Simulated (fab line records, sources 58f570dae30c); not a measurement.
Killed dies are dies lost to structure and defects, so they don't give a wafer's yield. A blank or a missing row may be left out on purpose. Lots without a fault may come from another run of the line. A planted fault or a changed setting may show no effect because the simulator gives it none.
Which tool did it? | flow berkeley_cmos170 | 14 lots, 42 wafers sampled, at 3 steps of a route of 331

WHAT THE GAUGES READ, wafer by wafer
UCB170_ACTIVE_THK_MEAS_03. Usual: ACTIVE_OXIDE_THK 26.6 nm, standard deviation 0.55.
lot  | measured    | on            | ACTIVE_OXIDE_THK (nm) | flag
L870 | day 3 06:11 | film_metro-01 | 26.1 25.8 26.1        |
L873 | day 4 01:46 | film_metro-02 | 25.6 26.3 26.4        |
L880 | day 5 16:25 | film_metro-02 | 26.6 26.4 26.3        |
L878 | day 5 16:25 | film_metro-01 | 26.8 27.0 27.6        |
L879 | day 5 16:26 | film_metro-03 | 27.5 27.4 26.9        |
L882 | day 6 03:56 | film_metro-01 | 26.1 26.0 25.7        |
L883 | day 6 03:57 | film_metro-02 | 26.4 26.4 26.3        |
L884 | day 6 16:13 | film_metro-02 | 26.7 26.8 26.9        |
L885 | day 6 16:14 | film_metro-03 | 26.4 26.8 26.9        |
L887 | day 7 09:12 | film_metro-01 | 25.8 25.3 25.7        |
L889 | day 8 01:40 | film_metro-01 | 26.7 26.7 26.6        |
L890 | day 8 01:40 | film_metro-03 | 26.2 26.1 26.2        |
L892 | day 8 08:27 | film_metro-03 | 26.8 26.4 26.9        |
L893 | day 8 12:29 | film_metro-03 | 26.4 26.1 25.7        |

UCB170_SDANNEAL_RS_MEAS_05: measures by four-point-probe. Usual: NLDD_RS 615.3 ohm/sq, standard deviation 1.3.
lot  | measured     | on            | NLDD_RS (ohm/sq)  | flag
L870 | day 6 01:26  | film_metro-02 | 615.9 616.3 616.0 |
L873 | day 7 05:29  | film_metro-02 | 615.7 615.7 616.7 |
L880 | day 8 20:31  | film_metro-03 | 614.6 617.1 615.0 |
L878 | day 8 15:08  | film_metro-02 | 613.9 614.6 614.1 |
L879 | day 8 14:54  | film_metro-03 | 616.3 614.6 617.7 |
L882 | day 9 00:24  | film_metro-01 | 613.5 614.1 614.2 |
L883 | day 8 23:55  | film_metro-03 | 613.9 616.5 614.2 |
L884 | day 9 17:20  | film_metro-01 | 614.5 613.9 614.1 |
L885 | day 9 17:22  | film_metro-03 | 618.8 616.2 618.1 |
L887 | day 10 05:26 | film_metro-01 | 616.2 614.6 614.5 |
L889 | day 10 23:07 | film_metro-03 | 616.1 615.8 615.7 |
L890 | day 10 22:40 | film_metro-01 | 613.5 613.4 614.1 |
L892 | day 11 08:31 | film_metro-03 | 615.5 616.5 613.6 |
L893 | day 11 11:29 | film_metro-01 | 614.7 614.8 615.1 |

WHICH TOOL RAN EACH LOT (tool, then ch and the chambers of the sampled wafers, then the start)
lot  | UCB170_SCREENOX_OXIDATION_01
L870 | furnace-02 ch 0, day 4 08:08
L873 | furnace-04 ch 0, day 5 07:04
L880 | furnace-01 ch 0, day 7 04:30
L878 | furnace-02 ch 0, day 6 19:36
L879 | furnace-02 ch 0, day 6 19:36
L882 | furnace-01 ch 0, day 7 12:31
L883 | furnace-01 ch 0, day 7 12:31
L884 | furnace-01 ch 0, day 8 03:43
L885 | furnace-01 ch 0, day 8 03:43
L887 | furnace-04 ch 0, day 8 16:52
L889 | furnace-01 ch 0, day 9 09:07
L890 | furnace-01 ch 0, day 9 09:07
L892 | furnace-01 ch 0, day 9 16:22
L893 | furnace-02 ch 0, day 9 23:04
- UCB170_SCREENOX_OXIDATION_01: target thk 14.4 nm, ox time 2400 s.

WHAT THE TOOLS THEMSELVES READ (means of the sampled wafers that have a number; where no wafer has one, the mark that the record gives instead)
UCB170_SCREENOX_OXIDATION_01. Usual: spike_tc_source_C 923.8 C, standard deviation 2.4.
lot  | tool       | spike_tc_source_C (C) | flag
L870 | furnace-02 | 920.8                 |
L873 | furnace-04 | 926.7                 |
L880 | furnace-01 | 923.7                 |
L878 | furnace-02 | 920.9                 |
L879 | furnace-02 | 920.5                 |
L882 | furnace-01 | 923.2                 |
L883 | furnace-01 | 923.2                 |
L884 | furnace-01 | 923.7                 |
L885 | furnace-01 | 924.2                 |
L887 | furnace-04 | 927.4                 |
L889 | furnace-01 | 923.7                 |
L890 | furnace-01 | 923.1                 |
L892 | furnace-01 | 924.3                 |
L893 | furnace-02 | 921.7                 |

THE ANSWER, worked out from the rows above alone
Rule: a lot is off if the mean of its wafers that have a number lies more than 3 standard deviations from the usual mean. A lot without any number at a reading at which 4 lots or more have one is off too. The other lots that the step has rows for count as sound. The gauges are gone through in route order, then the tools' own readings, and for those a lot's mean is taken as printed above. The first step at which some lot is off is used, and at that step the reading that is off furthest; a lot without a number counts as furthest.
No lot is off at any reading shown: from this, nothing can be told.

WHAT THE SIMULATOR HAD PUT IN
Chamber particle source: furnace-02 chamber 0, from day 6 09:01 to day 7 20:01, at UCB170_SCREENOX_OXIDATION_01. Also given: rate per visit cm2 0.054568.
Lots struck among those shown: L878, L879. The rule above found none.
